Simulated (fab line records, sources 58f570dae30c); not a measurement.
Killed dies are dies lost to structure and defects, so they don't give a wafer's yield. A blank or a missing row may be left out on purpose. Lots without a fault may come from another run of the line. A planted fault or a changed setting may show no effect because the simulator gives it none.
A struck lot beside a sound one | flow berkeley_cmos170 | 14 steps out of a route of 331
Sound: wafers L963.1, L963.5, L963.6. Struck: wafers L977.2, L977.4, L977.6. The cause comes at the end.
At each step with rows: each side's tool, then ch and its chambers, then its first start. Under that, the readings that differ: sound wafers | struck wafers | difference of the means | sigmas: that difference in standard deviations of wafers without a fault.
alike: readings whose means differ by less than 2 such deviations, and words and numbers that are the same on both sides. not compared: withheld readings, readings that some wafer has no value for, bounds like >300 that may hide the same value, and numbers for which the record gives no deviation and whose values overlap.
The two part at a step that has a row with sigmas, a row that says differs or no value, or rows on one side only. Numbers that don't overlap but have no deviation are shown without sigmas and don't part them. A reading that every wafer of one side lacks parts them only if that side has two wafers or more.

UCB170_ZERO_ETCH_06: etches SiO2 in CHF3/CF4/Ar, time 12 s.
  sound on rie_diel-03 ch 0,1,2, day 2 22:07; struck on rie_diel-01 ch 1,3, day 5 20:16
  alike: chamber_pressure_mTorr, drypump_motor_current_A, oes_product_au, throttle_valve_pct
  not compared: rf_hours_counter_h
UCB170_ZERO_STRIP_07: strips in O2.
  sound on plasma_asher-01 ch 0,1, day 2 22:09; struck on plasma_asher-02 ch 0,1, day 5 20:17
  alike: chamber_pressure_mTorr, drypump_motor_current_A, oes_product_au, strip_time_to_endpoint_s
  not compared: rf_hours_counter_h
then, 2 steps without rows for these wafers: UCB170_NWELL_WET_ETCH_00 (etches SiO2 in dHF, time 200 s); UCB170_NWELL_OXIDATION_01 (target thk 26.4 nm, ox time 1260 s).
UCB170_NWELL_THK_MEAS_02:
  sound on film_metro-04, day 2 23:52; struck on film_metro-03, day 5 23:43
  alike: NWELL_OXIDE_THK
then, 2 steps without rows for these wafers: UCB170_NWELL_ANNEAL_03 (time 900 s); UCB170_NWELL_CVD_04 (deposits Si3N4 from SiH2Cl2/NH3, target thk 224 nm, time 3360 s).
UCB170_NWELL_THK_MEAS_05:
  sound on film_metro-04, day 3 07:50; struck on film_metro-04, day 6 06:28
  alike: NWELL_NITRIDE_THK
then, 4 steps without rows for these wafers: UCB170_NWELL_HMDS_06 (prime time 60 s); UCB170_NWELL_COAT_07 (resist thk 900 nm); UCB170_NWELL_SOFTBAKE_08 (time 60 s); UCB170_NWELL_EXPOSE_09 (exposes mask NWELL, target cd 3000 nm).
UCB170_NWELL_PEB_10:
  sound on litho_track-03 ch 0, day 3 09:10; struck on litho_track-01, day 6 08:31
  no value came back on the struck wafers for chill_plate_temp_C (C), exhaust_pa (Pa); on the sound wafers chill_plate_temp_C (C) reads 23.08 23.15 23.07
then, 1 step without rows for these wafers: UCB170_NWELL_DEVELOP_11 (develop time 45 s).

WHERE THEY PART
Only at UCB170_NWELL_PEB_10, within this record.

WHY: what the simulator had put in
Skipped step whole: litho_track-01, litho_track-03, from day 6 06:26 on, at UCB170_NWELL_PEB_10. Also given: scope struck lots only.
